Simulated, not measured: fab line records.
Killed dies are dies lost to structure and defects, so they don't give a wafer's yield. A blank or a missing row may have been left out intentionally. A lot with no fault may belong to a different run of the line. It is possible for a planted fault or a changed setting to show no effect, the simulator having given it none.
fab line records	flow berkeley-cmos170
record: lots: 5	wafers: 23
route steps=331 shown M2@283 V2@294 M3@310
start-h: hours from the record's opening day to when the first of the lot's shown wafers began	wait-h: how many hours have passed since the lot's step before this one	" same as the row above	L1.1+2: several wafers, shown together as one row	- value missing, or start not given	* or withheld: withheld	< > ~ a bound
route shown NAME@n: names a module that has steps shown in the file, with the first one's number in the route	usual: average and standard deviation across the fault-free wafers	same: alike in all rows	chamber/n: place in a boat	sites: per-site readings	_std_site: their standard deviation	_edge_site: inner sites' mean taken away from outer sites' mean	radius-mm: how far each site lies from the wafer's centre	mask NAME#n: copy n	behind: the last tool/chamber to shape the wafer	hold: reason for holding the lot/hours on hold/outcome of the hold	device: which transistor (n, p or np) failed to switch	end of line: the tests these same wafers got at the end of their route	a step with no rows: only its recipe	killed: at the first sort, the dies lost to defects and structure; wafer yield is something else	map: shows each die of a wafer: x if killed, . if not, _ if none is there
set.NAME: the run value of the setting; set.NAME@STEP: its run value at that earlier step	model.NAME: the simulator's own value behind a step, which no gauge read
lots whose settings were changed on purpose; a table a step, a row a wafer
== steps ==
step: UCB170_M2_EXPOSE_12
recipe: mask-id: METAL2	target-cd-nm: 700	na: 0.5	sigma-outer: 0.6	source-shape: conventional	dose-mj: 26
lot.wafer	tool	chamber	start-h	wait-h	mask	set.dose-mj
L074.1+5+6	krf-scanner-02	0	186.03	-	METAL2#0	26
L076.1+3+6	krf-scanner-01	0	-	-	METAL2#0	27.11
L076.2+4	"	0	"	"	METAL2#0	26
L077.2+4+6	krf-scanner-02	0	192.18	-	METAL2#0	27.69
L077.3+5	"	0	"	"	METAL2#0	26
L081.1+5	krf-scanner-01	0	226.78	-	METAL2#0	26
L081.2+3+6	"	0	"	"	METAL2#0	27.03
L084.1+3+4	krf-scanner-01	0	229.14	-	METAL2#0	25.33
L084.5+6	"	0	"	"	METAL2#0	26
step: UCB170_M2_PEB_13
recipe: peb-temp-c: 130	peb-time-s: withheld	resist: KrF
step: UCB170_M2_DEVELOP_14
recipe: developer: TMAH	develop-time-s: 45	resist: KrF	dev-temp-c: 21
step: UCB170_M2_CD_MEAS_15
recipe: target-cd-nm: 700
usual: cd-nm: 700.2/1.3
lot.wafer	tool	chamber	start-h	wait-h	set.dose-mj@M2_EXPOSE_12	cd-nm
L074.1	cd-sem-02	-	186.58	-	26	702.2
L074.5	"	-	"	"	26	702.9
L074.6	"	-	"	"	26	701.4
L076.1	cd-sem-02	-	192.31	-	27.11	692.4
L076.2	"	-	"	"	26	700.4
L076.3	"	-	"	"	27.11	693.1
L076.4	"	-	"	"	26	699.8
L076.6	"	-	"	"	27.11	692.9
L077.2	cd-sem-02	-	192.88	-	27.69	688.7
L077.3	"	-	"	"	26	699.2
L077.4	"	-	"	"	27.69	688.3
L077.5	"	-	"	"	26	700.3
L077.6	"	-	"	"	27.69	688.9
L081.1	cd-sem-01	-	227.18	-	26	700.1
L081.2	"	-	"	"	27.03	694.1
L081.3	"	-	"	"	27.03	693.7
L081.5	"	-	"	"	26	700.4
L081.6	"	-	"	"	27.03	694.2
L084.1	cd-sem-01	-	229.85	-	25.33	705.0
L084.3	"	-	"	"	25.33	704.8
L084.4	"	-	"	"	25.33	702.9
L084.5	"	-	"	"	26	700.0
L084.6	"	-	"	"	26	699.6
step: UCB170_M2_ETCH_17
recipe: chemistry: N2/H2	target-depth-a: withheld	overetch-a: withheld	target: BARC	time-s: withheld	source-w: 500	bias-w: 100	pressure-mtorr: 30	n2-flow-sccm: 100	h2-flow-sccm: 200
lot.wafer	tool	chamber	start-h	wait-h	set.dose-mj@M2_EXPOSE_12	model.M2.cd-nm
L074.1	rie-diel-02	0	186.74	0.0	26	702.7
L074.5	"	2	"	"	26	702.5
L074.6	"	1	"	"	26	702.4
L076.1	rie-diel-02	1	192.47	0.0	27.11	692.5
L076.2+4	"	2,0	"	"	26	700.9
L076.3	"	3	"	"	27.11	692.4
L076.6	"	1	"	"	27.11	693.1
L077.2+6	rie-diel-03	1	193.02	0.0	27.69	688.6
L077.3	"	2	"	"	26	700.4
L077.4	"	3	"	"	27.69	688.5
L077.5	"	2	"	"	26	701.1
L081.1	rie-diel-01	2	227.34	0.0	26	699.6
L081.2	"	0	"	"	27.03	694.2
L081.3	"	3	"	"	27.03	692.4
L081.5	"	3	"	"	26	699.3
L081.6	"	2	"	"	27.03	694
L084.1	rie-diel-02	0	230.01	0.0	25.33	706.3
L084.3	"	3	"	"	25.33	705.4
L084.4	"	1	"	"	25.33	704.2
L084.5	"	3	"	"	26	699.9
L084.6	"	2	"	"	26	700.4
step: UCB170_M2_METAL_ETCH_18
recipe: chemistry: Cl2/BCl3	target: Al	stop-on: SiO2	pressure-mtorr: 12	target-depth-a: 11700	over-etch-frac: 0.3	time-s: 195	icp-w: 600	bias-w: 120	Cl2_flow_sccm: 90	bcl3-flow-sccm: 45
lot.wafer	tool	chamber	start-h	wait-h	set.dose-mj@M2_EXPOSE_12	model.M2.cd-nm
L074.1	rie-metal-03	0	186.78	-	26	695.5
L074.5	"	1	"	"	26	698.7
L074.6	"	0	"	"	26	695.4
L076.1	rie-metal-04	0	192.51	-	27.11	688.9
L076.2	"	1	"	"	26	697.2
L076.3	"	1	"	"	27.11	690.9
L076.4	"	0	"	"	26	696
L076.6	"	1	"	"	27.11	689.7
L077.2	rie-metal-03	0	193.06	-	27.69	687.3
L077.3	"	0	"	"	26	697.9
L077.4	"	1	"	"	27.69	689.3
L077.5	"	1	"	"	26	702.9
L077.6	"	0	"	"	27.69	688.2
L081.1	rie-metal-03	0	227.38	-	26	699.5
L081.2	"	1	"	"	27.03	695.5
L081.3	"	0	"	"	27.03	691.8
L081.5	"	0	"	"	26	697
L081.6	"	1	"	"	27.03	693.8
L084.1	rie-metal-01	0	230.05	-	25.33	704.4
L084.3	"	1	"	"	25.33	704.5
L084.4	"	0	"	"	25.33	702.4
L084.5	"	0	"	"	26	697.6
L084.6	"	1	"	"	26	701.5
step: UCB170_M2_STRIP_19
recipe: chemistry: O2	power-w: 400	pressure-mtorr: 3500	platen-temp-c: withheld	o2-flow-sccm: 400	overash-fraction: 0.5
step: UCB170_M2_CD_MEAS_90
recipe: target-cd-nm: 700
usual: cd-nm: 699.0/2.7
lot.wafer	tool	chamber	start-h	wait-h	set.dose-mj@M2_EXPOSE_12	cd-nm
L074.1	cd-sem-01	-	187.07	0.1	26	695.4
L074.5	"	-	"	"	26	698.9
L074.6	"	-	"	"	26	695.2
L076.1	cd-sem-01	-	192.94	0.1	27.11	688.6
L076.2	"	-	"	"	26	697.3
L076.3	"	-	"	"	27.11	690.9
L076.4	"	-	"	"	26	696.4
L076.6	"	-	"	"	27.11	689.1
L077.2	cd-sem-02	-	193.37	0.1	27.69	687.4
L077.3	"	-	"	"	26	698.1
L077.4	"	-	"	"	27.69	689.3
L077.5	"	-	"	"	26	703.0
L077.6	"	-	"	"	27.69	688.1
L081.1	cd-sem-01	-	227.67	0.1	26	699.5
L081.2	"	-	"	"	27.03	695.4
L081.3	"	-	"	"	27.03	691.6
L081.5	"	-	"	"	26	697.3
L081.6	"	-	"	"	27.03	693.8
L084.1	cd-sem-01	-	230.34	0.1	25.33	704.4
L084.3	"	-	"	"	25.33	704.3
L084.4	"	-	"	"	25.33	702.1
L084.5	"	-	"	"	26	697.7
L084.6	"	-	"	"	26	701.3
step: UCB170_V2_CMP_02
recipe: material: SiO2	down-force-psi: 6	platen-rpm: 60	pad-velocity-m-s: 0.75398
lot.wafer	tool	chamber	start-h	wait-h	set.leave-above-ref-nm	model.SiO2_of_V2_CVD_00.thk-nm
L074.1	cmp-02	0	187.55	0.2	1000	1000
L074.5	"	1	"	"	1000	999
L074.6	"	2	"	"	1000	1002
L076.2	cmp-01	3	193.28	0.0	969.3	969.4
L076.1	"	0	"	"	1000	999.9
L076.4	"	1	"	"	1000	1000
L076.3	"	2	"	"	969.3	970
L076.6	"	0	"	"	969.3	970.4
L077.4	cmp-01	1	193.68	0.0	1000	999.1
L077.2	"	2	"	"	965	964.4
L077.3	"	3	"	"	1000	999.6
L077.6	"	1	"	"	1000	999.5
L077.5	"	2	"	"	965	964.9
L081.1+5	cmp-02	1	228.08	0.1	1000	1001
L081.3	"	3	"	"	1000	1000
L081.2	"	0	"	"	1068	1071
L081.6	"	2	"	"	1068	1069
L084.3	cmp-02	1	230.68	0.0	1000	999.7
L084.1	"	3	"	"	1000	1000
L084.4+6	"	0,2	"	"	1000	1001
L084.5	"	1	"	"	1000	999.1
step: UCB170_V2_THK_MEAS_04
recipe: reads: SiO2_of_V2_CVD_00
usual: V2_POLISHED_THK: 1000.4/1.1
lot.wafer	tool	chamber	start-h	wait-h	set.leave-above-ref-nm@V2_CMP_02	V2_POLISHED_THK[nm]
L074.1	film-metro-04	-	187.82	0.1	1000	1000.0
L074.5	"	-	"	"	1000	998.8
L074.6	"	-	"	"	1000	1001.3
L076.1	film-metro-01	-	193.70	0.1	1000	1000.0
L076.2	"	-	"	"	969.3	969.6
L076.3	"	-	"	"	969.3	969.4
L076.4	"	-	"	"	1000	1000.8
L076.6	"	-	"	"	969.3	971.3
L077.2	film-metro-04	-	194.11	0.1	965	964.9
L077.3	"	-	"	"	1000	1000.4
L077.4	"	-	"	"	1000	998.7
L077.5	"	-	"	"	965	964.3
L077.6	"	-	"	"	1000	998.7
L081.1	film-metro-01	-	228.50	0.1	1000	1000.6
L081.2	"	-	"	"	1068	1070.9
L081.3	"	-	"	"	1000	1000.4
L081.5	"	-	"	"	1000	1001.1
L081.6	"	-	"	"	1068	1069.4
L084.1	film-metro-04	-	231.10	0.1	1000	1001.1
L084.3	"	-	"	"	1000	999.5
L084.4	"	-	"	"	1000	1000.8
L084.5	"	-	"	"	1000	999.0
L084.6	"	-	"	"	1000	1000.7
step: UCB170_V2_COAT_07
recipe: resist: KrF	spin-rpm: 1500	resist-thk-nm: 900
lot.wafer	tool	chamber	start-h	wait-h	set.resist-thk-nm	model.KrF_of_V2_COAT_07.thk-nm
L074.1+5	litho-track-01	0	188.69	0.1	900	900.1
L074.6	"	0	"	"	900	899.6
L076.1	litho-track-02	0	194.73	0.1	900	904.6
L076.2	"	0	"	"	900	899.9
L076.3	"	0	"	"	900	897.8
L076.4	"	0	"	"	900	898.5
L076.6	"	0	"	"	900	901.5
L077.2	litho-track-01	0	195.49	0.1	900	903
L077.3	"	0	"	"	900	902.5
L077.4	"	0	"	"	929.5	932.8
L077.5	"	0	"	"	929.5	935.6
L077.6	"	0	"	"	900	905.2
L081.1	litho-track-02	0	229.43	0.1	864.8	860.5
L081.2	"	0	"	"	900	899.4
L081.3	"	0	"	"	900	896.3
L081.5	"	0	"	"	900	898.7
L081.6	"	0	"	"	864.8	864.8
L084.1	litho-track-03	0	232.28	0.1	881.6	880.3
L084.3	"	0	"	"	900	894
L084.4	"	0	"	"	900	898.9
L084.5	"	0	"	"	900	895.6
L084.6	"	0	"	"	881.6	879.9
step: UCB170_V2_SOFTBAKE_08
recipe: resist: KrF	temp-c: 130	time-s: 60
step: UCB170_V2_EXPOSE_09
recipe: mask-id: VIA2	target-cd-nm: 700	na: 0.5	sigma-outer: 0.6	source-shape: conventional	dose-mj: 37
step: UCB170_V2_ETCH_14
recipe: chemistry: CHF3/CF4/Ar	target: SiO2	stop-on: Al	CHF3_flow_sccm: 45	cf4-flow-sccm: 15	Ar_flow_sccm: 150	pressure-mtorr: 200	rf-w: 700	target-depth-a: 12500	over-etch-frac: 0.25	time-s: 291
lot.wafer	tool	chamber	start-h	wait-h	set.leave-above-ref-nm@V2_CMP_02	set.resist-thk-nm@V2_COAT_07	model.KrF_of_V2_COAT_07.thk-nm	model.V2.feature-depth-nm	model.etch.depth-nm
L074.1	rie-diel-02	1	189.69	0.0	1000	900	613.5	1000	1000
L074.5	"	2	"	"	1000	900	610.2	999	999
L074.6	"	1	"	"	1000	900	614.1	1002	1002
L076.1	rie-diel-04	1	196.18	0.0	1000	900	619	999.9	999.9
L076.2	"	3	"	"	969.3	900	609.4	969.4	969.4
L076.3	"	0	"	"	969.3	900	614	970	970
L076.4	"	2	"	"	1000	900	605.4	1001	1000
L076.6	"	0	"	"	969.3	900	618.1	970.4	970.4
L077.2	rie-diel-02	2	196.73	0.0	965	900	614.4	964.4	964.4
L077.3	"	0	"	"	1000	900	615.1	999.6	999.6
L077.4	"	3	"	"	1000	929.5	641	999.2	999.1
L077.5	"	2	"	"	965	929.5	645.7	964.9	964.9
L077.6	"	3	"	"	1000	900	613.1	999.6	999.5
L081.1	rie-diel-02	0	230.89	0.0	1000	864.8	571.9	1001	1001
L081.2	"	3	"	"	1068	900	609.1	1071	1071
L081.3	"	2	"	"	1000	900	608	1000	1000
L081.5	"	3	"	"	1000	900	607.3	1001	1001
L081.6	"	0	"	"	1068	864.8	572	1069	1069
L084.1	rie-diel-02	0	233.64	0.0	1000	881.6	588.9	1000	1000
L084.3	"	1	"	"	1000	900	604.9	999.7	999.7
L084.4	"	2	"	"	1000	900	607.1	1001	1001
L084.5	"	3	"	"	1000	900	604	999.2	999.1
L084.6	"	2	"	"	1000	881.6	591.7	1001	1001
step: UCB170_V2_STRIP_15
recipe: chemistry: O2	power-w: 400	pressure-mtorr: 3500	platen-temp-c: withheld	o2-flow-sccm: 400	overash-fraction: 0.5
usual: strip-time-to-endpoint-s: 15.32/0.11
lot.wafer	tool	chamber	start-h	wait-h	set.resist-thk-nm@V2_COAT_07	strip-time-to-endpoint-s
L074.1	plasma-asher-03	1	189.87	0.1	900	15.40
L074.5	"	0	"	"	900	15.32
L074.6	"	1	"	"	900	15.40
L076.1	plasma-asher-01	1	196.36	0.1	900	15.52
L076.2	"	0	"	"	900	15.29
L076.3	"	1	"	"	900	15.41
L076.4	"	0	"	"	900	15.20
L076.6	"	1	"	"	900	15.50
L077.2	plasma-asher-01	0	196.91	0.1	900	15.41
L077.3	"	1	"	"	900	15.43
L077.4	"	0	"	"	929.5	15.97
L077.5	"	1	"	"	929.5	16.07
L077.6	"	0	"	"	900	15.38
L081.1	plasma-asher-01	0	231.07	0.1	864.8	14.40
L081.2	"	1	"	"	900	15.28
L081.3	"	1	"	"	900	15.27
L081.5	"	1	"	"	900	15.23
L081.6	"	0	"	"	864.8	14.41
L084.1	plasma-asher-01	1	233.82	0.1	881.6	14.81
L084.3	"	0	"	"	900	15.18
L084.4	"	1	"	"	900	15.24
L084.5	"	0	"	"	900	15.17
L084.6	"	1	"	"	881.6	14.87
step: UCB170_M3_SPUTTER_01
recipe: material: Al	target-thk-nm: 900	time-s: 120	power-w: 6000	chamber-pressure-pa: 0.5
lot.wafer	tool	chamber	start-h	wait-h	set.chamber-pressure-pa	model.Al_of_M3_SPUTTER_01.thk-nm
L074.1	pvd-sputter-03	-	190.15	0.0	0.5	899.9
L074.5	"	-	"	"	0.5	904.8
L074.6	"	-	"	"	0.5	902.1
L076.1	pvd-sputter-04	-	196.65	0.0	0.4473	923.5
L076.2	"	-	"	"	0.4473	918.1
L076.3	"	-	"	"	0.4473	911.2
L076.4	"	-	"	"	0.4473	929.5
L076.6	"	-	"	"	0.4473	918.6
L077.2	pvd-sputter-03	-	197.20	0.0	0.5415	861.9
L077.3	"	-	"	"	0.5415	870.5
L077.4	"	-	"	"	0.5415	880
L077.5	"	-	"	"	0.5415	864.8
L077.6	"	-	"	"	0.5415	863.1
L081.1	pvd-sputter-02	-	231.35	0.0	0.4532	914.5
L081.2	"	-	"	"	0.4532	924.1
L081.3	"	-	"	"	0.4532	922.1
L081.5	"	-	"	"	0.4532	926.6
L081.6	"	-	"	"	0.4532	924.8
L084.1	pvd-sputter-04	-	234.11	0.0	0.5724	853
L084.3	"	-	"	"	0.5724	852.3
L084.4	"	-	"	"	0.5724	843.1
L084.5	"	-	"	"	0.5724	850.3
L084.6	"	-	"	"	0.5724	856.2
step: UCB170_M3_RS_MEAS_02
recipe: thk-meas-gauge: four-point-probe	reads: Al_of_M3_SPUTTER_01
usual: M3_AL_RS: 0.0322/0.0003
lot.wafer	tool	chamber	start-h	wait-h	set.chamber-pressure-pa@M3_SPUTTER_01	M3_AL_RS[ohm/sq]
L074.1	film-metro-02	-	190.24	0.0	0.5	0.0321
L074.5	"	-	"	"	0.5	0.0320
L074.6	"	-	"	"	0.5	0.0321
L076.1	film-metro-02	-	196.73	0.0	0.4473	0.0313
L076.2	"	-	"	"	0.4473	0.0315
L076.3	"	-	"	"	0.4473	0.0317
L076.4	"	-	"	"	0.4473	0.0312
L076.6	"	-	"	"	0.4473	0.0315
L077.2	film-metro-01	-	197.30	0.1	0.5415	0.0336
L077.3	"	-	"	"	0.5415	0.0334
L077.4	"	-	"	"	0.5415	0.0330
L077.5	"	-	"	"	0.5415	0.0335
L077.6	"	-	"	"	0.5415	0.0336
L081.1	film-metro-02	-	231.44	0.0	0.4532	0.0317
L081.2	"	-	"	"	0.4532	0.0313
L081.3	"	-	"	"	0.4532	0.0314
L081.5	"	-	"	"	0.4532	0.0313
L081.6	"	-	"	"	0.4532	0.0313
L084.1	film-metro-03	-	234.19	0.0	0.5724	0.0340
L084.3	"	-	"	"	0.5724	0.0340
L084.4	"	-	"	"	0.5724	0.0343
L084.5	"	-	"	"	0.5724	0.0341
L084.6	"	-	"	"	0.5724	0.0339
step: UCB170_M3_THK_MEAS_03
recipe: thk-meas-gauge: xrf	reads: Al_of_M3_SPUTTER_01
usual: M3_AL_THK: 899/9.3
lot.wafer	tool	chamber	start-h	wait-h	set.chamber-pressure-pa@M3_SPUTTER_01	M3_AL_THK[nm]
L074.1	film-metro-02	-	190.36	0.1	0.5	901
L074.5	"	-	"	"	0.5	902
L074.6	"	-	"	"	0.5	900
L076.1	film-metro-02	-	196.85	0.1	0.4473	931
L076.2	"	-	"	"	0.4473	922
L076.3	"	-	"	"	0.4473	917
L076.4	"	-	"	"	0.4473	929
L076.6	"	-	"	"	0.4473	925
L077.2	film-metro-01	-	197.41	0.1	0.5415	859
L077.3	"	-	"	"	0.5415	869
L077.4	"	-	"	"	0.5415	876
L077.5	"	-	"	"	0.5415	858
L077.6	"	-	"	"	0.5415	864
L081.1	film-metro-02	-	231.56	0.1	0.4532	913
L081.2	"	-	"	"	0.4532	926
L081.3	"	-	"	"	0.4532	931
L081.5	"	-	"	"	0.4532	929
L081.6	"	-	"	"	0.4532	928
L084.1	film-metro-03	-	234.31	0.1	0.5724	849
L084.3	"	-	"	"	0.5724	852
L084.4	"	-	"	"	0.5724	844
L084.5	"	-	"	"	0.5724	852
L084.6	"	-	"	"	0.5724	850
step: UCB170_M3_METAL_ETCH_18
recipe: chemistry: Cl2/BCl3	target: Al	stop-on: SiO2	pressure-mtorr: 12	target-depth-a: 11700	over-etch-frac: 0.3	time-s: 195	icp-w: 600	bias-w: 120	Cl2_flow_sccm: 90	bcl3-flow-sccm: 45
lot.wafer	tool	chamber	start-h	wait-h	set.time-s	set.leave-above-ref-nm@V2_CMP_02	set.chamber-pressure-pa@M3_SPUTTER_01	model.KrF_of_M3_COAT_10.thk-nm	model.SiO2_of_V2_CVD_00.thk-nm	model.etch.depth-nm
L074.1	rie-metal-04	1	194.08	-	195	1000	0.5	198.1	937.8	899.9
L074.5	"	0	"	"	195	1000	0.5	192.2	935.6	904.8
L074.6	"	1	"	"	195	1000	0.5	203.8	939.1	902.1
L076.1	rie-metal-02	1	198.84	-	195	1000	0.4473	198.9	937.2	923.5
L076.2	"	0	"	"	195	969.3	0.4473	201.9	906.8	918.1
L076.3	"	0	"	"	218.9	969.3	0.4473	114.8	900.2	911.2
L076.4	"	1	"	"	218.9	1000	0.4473	111.8	929.4	929.5
L076.6	"	0	"	"	195	969.3	0.4473	201.2	907.7	918.6
L077.2	rie-metal-04	0	199.36	-	195	965	0.5415	188.6	901	861.9
L077.3	"	0	"	"	208.5	1000	0.5415	144.5	931.3	870.5
L077.4	"	1	"	"	208.5	1000	0.5415	153	931.8	880
L077.5	"	0	"	"	195	965	0.5415	182.8	901.5	864.8
L077.6	"	1	"	"	195	1000	0.5415	203.1	937.1	863.1
L081.1	rie-metal-04	0	234.83	-	195	1000	0.4532	192.9	937.3	914.5
L081.2	"	1	"	"	211.8	1068	0.4532	143.4	1002	924.1
L081.3	"	0	"	"	195	1000	0.4532	189	937.1	922.1
L081.5	"	0	"	"	211.8	1000	0.4532	132.7	931.6	926.6
L081.6	"	1	"	"	211.8	1068	0.4532	146.5	1001	924.8
L084.1	rie-metal-03	0	236.98	-	195	1000	0.5724	185.6	935.5	853
L084.3	"	1	"	"	195	1000	0.5724	205.4	937.8	852.3
L084.4	"	0	"	"	181.1	1000	0.5724	242.6	940.9	843.1
L084.5	"	1	"	"	181.1	1000	0.5724	262	941.9	850.3
L084.6	"	0	"	"	195	1000	0.5724	184.7	936.5	856.2
step: UCB170_M3_STRIP_19
recipe: chemistry: O2	power-w: 400	pressure-mtorr: 3500	platen-temp-c: withheld	o2-flow-sccm: 400	overash-fraction: 0.5
usual: oes-product-au: 0.529/0.012
lot.wafer	tool	chamber	start-h	wait-h	set.time-s@M3_METAL_ETCH_18	oes-product-au
L074.1	plasma-asher-02	1	194.41	0.2	195	0.530
L074.5	"	0	"	"	195	0.513
L074.6	"	1	"	"	195	0.530
L076.1	plasma-asher-02	1	199.02	0.1	195	0.533
L076.2	"	0	"	"	195	0.528
L076.3	"	0	"	"	218.9	0.441
L076.4	"	1	"	"	218.9	0.437
L076.6	"	1	"	"	195	0.528
L077.2	plasma-asher-02	1	199.55	0.1	195	0.519
L077.3	"	1	"	"	208.5	0.479
L077.4	"	0	"	"	208.5	0.480
L077.5	"	0	"	"	195	0.516
L077.6	"	1	"	"	195	0.527
L081.1	plasma-asher-04	1	235.02	0.1	195	0.524
L081.2	"	0	"	"	211.8	0.473
L081.3	"	1	"	"	195	0.516
L081.5	"	1	"	"	211.8	0.455
L081.6	"	0	"	"	211.8	0.482
L084.1	plasma-asher-04	1	237.17	0.1	195	0.514
L084.3	"	0	"	"	195	0.532
L084.4	"	1	"	"	181.1	0.573
L084.5	"	0	"	"	181.1	0.597
L084.6	"	1	"	"	195	0.510
== key ==
split: step: UCB170_M2_EXPOSE_12	setting: dose-mj	stated: 26	by: wafer
response: step: UCB170_M2_CD_MEAS_15	reading: cd-nm	change: -1.69	per: 1%	r: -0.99
response: step: UCB170_M2_ETCH_17	reading: model.M2.cd-nm	change: -1.82	per: 1%	r: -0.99
response: step: UCB170_M2_METAL_ETCH_18	reading: model.M2.cd-nm	change: -1.65	per: 1%	r: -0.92
response: step: UCB170_M2_CD_MEAS_90	reading: cd-nm	change: -1.7	per: 1%	r: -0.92
split: step: UCB170_V2_CMP_02	setting: leave-above-ref-nm	stated: 1000	by: wafer
response: step: UCB170_V2_CMP_02	reading: model.SiO2_of_V2_CVD_00.thk-nm	change: +10.1	per: 1%	r: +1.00
response: step: UCB170_V2_THK_MEAS_04	reading: V2_POLISHED_THK	change: +10.1	per: 1%	r: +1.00
response: step: UCB170_V2_ETCH_14	reading: model.V2.feature-depth-nm	change: +10.1	per: 1%	r: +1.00
response: step: UCB170_V2_ETCH_14	reading: model.etch.depth-nm	change: +10.1	per: 1%	r: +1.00
response: step: UCB170_M3_METAL_ETCH_18	reading: model.SiO2_of_V2_CVD_00.thk-nm	change: +9.58	per: 1%	r: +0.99
split: step: UCB170_V2_COAT_07	setting: resist-thk-nm	stated: 900	by: wafer
response: step: UCB170_V2_COAT_07	reading: model.KrF_of_V2_COAT_07.thk-nm	change: +9	per: 1%	r: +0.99
response: step: UCB170_V2_ETCH_14	reading: model.KrF_of_V2_COAT_07.thk-nm	change: +8.86	per: 1%	r: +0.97
response: step: UCB170_V2_STRIP_15	reading: strip-time-to-endpoint-s	change: *	per: 1%	r: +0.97
split: step: UCB170_M3_SPUTTER_01	setting: chamber-pressure-pa	stated: 0.5	by: lot
response: step: UCB170_M3_SPUTTER_01	reading: model.Al_of_M3_SPUTTER_01.thk-nm	change: -2.89	per: 1%	r: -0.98
response: step: UCB170_M3_RS_MEAS_02	reading: M3_AL_RS	change: +0.000109	per: 1%	r: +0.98
response: step: UCB170_M3_THK_MEAS_03	reading: M3_AL_THK	change: -3.15	per: 1%	r: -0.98
response: step: UCB170_M3_METAL_ETCH_18	reading: model.etch.depth-nm	change: -2.89	per: 1%	r: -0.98
split: step: UCB170_M3_METAL_ETCH_18	setting: time-s	stated: 195	by: wafer
response: step: UCB170_M3_METAL_ETCH_18	reading: model.KrF_of_M3_COAT_10.thk-nm	change: -6.9	per: 1%	r: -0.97
response: step: UCB170_M3_STRIP_19	reading: oes-product-au	change: -0.00707	per: 1%	r: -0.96
